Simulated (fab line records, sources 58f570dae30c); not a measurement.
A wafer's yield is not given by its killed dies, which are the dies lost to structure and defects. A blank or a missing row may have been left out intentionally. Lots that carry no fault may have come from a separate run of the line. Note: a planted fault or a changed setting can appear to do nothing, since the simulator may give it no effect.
Struck lot and sound lot, side by side	flow berkeley_cmos170	23 out of 331 route steps
Sound: the wafers L206.2, L206.4, L206.6. The struck wafers were L221.2, L221.3, L221.5. At the end, the cause is stated.
Order at every step that has rows: each side's tool, ch and its chambers, its first start. Under that, the readings that differ: sound wafers	struck wafers	difference of the means	sigmas: that difference in standard deviations of wafers without a fault.
alike: readings whose means differ by less than 2 such deviations, and words and numbers that are the same on both sides. not compared: withheld readings, readings that some wafer has no value for, bounds like >300 that may hide the same value, and numbers for which the record gives no deviation and whose values overlap.
A row with sigmas, a row that says differs or no value, or rows on one side alone: a step with any of these is where the two part. When numbers do not overlap yet have no deviation, they are printed without sigmas and do not part them. A reading missing from all wafers of one side parts the sides only when that side holds two or more wafers.

first, 6 steps without rows for these wafers: UCB170_ZERO_HMDS_00 (prime time 60 s); UCB170_ZERO_COAT_01 (resist thk 900 nm); UCB170_ZERO_SOFTBAKE_02 (time 60 s); UCB170_ZERO_EXPOSE_03 (exposes mask PM MARKS, target cd 4000 nm); UCB170_ZERO_PEB_04; UCB170_ZERO_DEVELOP_05 (develop time 45 s).
UCB170_ZERO_ETCH_06: etches SiO2 in CHF3/CF4/Ar, time 12 s.
  sound on rie_diel-02 ch 0,1,3, day 1 23:49; struck on rie_diel-01 ch 1,2,3, day 5 09:18
  alike: drypump_motor_current_A, oes_product_au, throttle_valve_pct
  not compared: rf_hours_counter_h
UCB170_ZERO_STRIP_07: strips in O2.
  sound on plasma_asher-01 ch 0, day 1 23:51; struck on plasma_asher-03 ch 0,1, day 5 09:19
  alike: drypump_motor_current_A, o2_flow_sccm, oes_product_au, strip_time_to_endpoint_s
  not compared: rf_hours_counter_h
then, 2 steps without rows for these wafers: UCB170_NWELL_WET_ETCH_00 (etches SiO2 in dHF, time 200 s); UCB170_NWELL_OXIDATION_01 (target thk 26.4 nm, ox time 1260 s).
UCB170_NWELL_THK_MEAS_02:
  struck on film_metro-02, day 5 15:55; sound on film_metro-04, day 2 03:14
  alike: NWELL_OXIDE_THK
then, 1 step without rows for these wafers: UCB170_NWELL_ANNEAL_03 (time 900 s).
UCB170_NWELL_CVD_04: deposits Si3N4 from SiH2Cl2/NH3, target thk 224 nm, time 3360 s.
  sound on lpcvd-01 ch 0, day 2 09:18; struck on lpcvd-01 ch 0, day 5 23:01
reading	sound	struck	difference	sigmas
model.Si3N4_of_NWELL_CVD_04.thk_nm (nm)	229.3 228 225.7	207.2 208.7 207.2	-20.0	
  alike: pressure_mtorr, sih2cl2_flow_sccm, spike_tc_centre_C, zone_power_load_pct
UCB170_NWELL_THK_MEAS_05:
  struck on film_metro-04, day 6 00:57; sound on film_metro-03, day 2 11:15
reading	sound	struck	difference	sigmas
NWELL_NITRIDE_THK (nm)	229.1 227.9 225.7	207.2 208.9 207.2	-19.8	-10
then, 6 steps without rows for these wafers: UCB170_NWELL_HMDS_06 (prime time 60 s); UCB170_NWELL_COAT_07 (resist thk 909.2 nm); UCB170_NWELL_SOFTBAKE_08 (time 60 s); UCB170_NWELL_EXPOSE_09 (exposes mask NWELL, target cd 3000 nm); UCB170_NWELL_PEB_10; UCB170_NWELL_DEVELOP_11 (develop time 45 s).
UCB170_NWELL_OVL_MEAS_12:
  struck on overlay-01, day 6 01:59; sound on overlay-01, day 2 12:47
  alike: NWELL_OVL
UCB170_NWELL_ETCH_13: etches Si3N4 in CH3F/Ar/O2, stops on SiO2, target depth 246.4 nm, time 154 s.
  sound on rie_diel-02 ch 0,1,3, day 2 12:49; struck on rie_diel-04 ch 2,3, day 6 02:01
reading	sound	struck	difference	sigmas
oes_product_au (a.u.)	0.959 0.960 0.925	0.882 0.885 0.886	-0.064	-5
model.etch.depth_nm (nm)	229.3 228 225.7	207.2 208.7 207.2	-20.0	
  alike: drypump_motor_current_A, throttle_valve_pct
  not compared: rf_hours_counter_h
after that, 1 step had no rows for these wafers: UCB170_NWELL_IMPLANT_14.

## WHERE THEY PART
At UCB170_NWELL_THK_MEAS_05 first; at UCB170_NWELL_ETCH_13 last (within this record only).

WHY: the cause the simulator had injected
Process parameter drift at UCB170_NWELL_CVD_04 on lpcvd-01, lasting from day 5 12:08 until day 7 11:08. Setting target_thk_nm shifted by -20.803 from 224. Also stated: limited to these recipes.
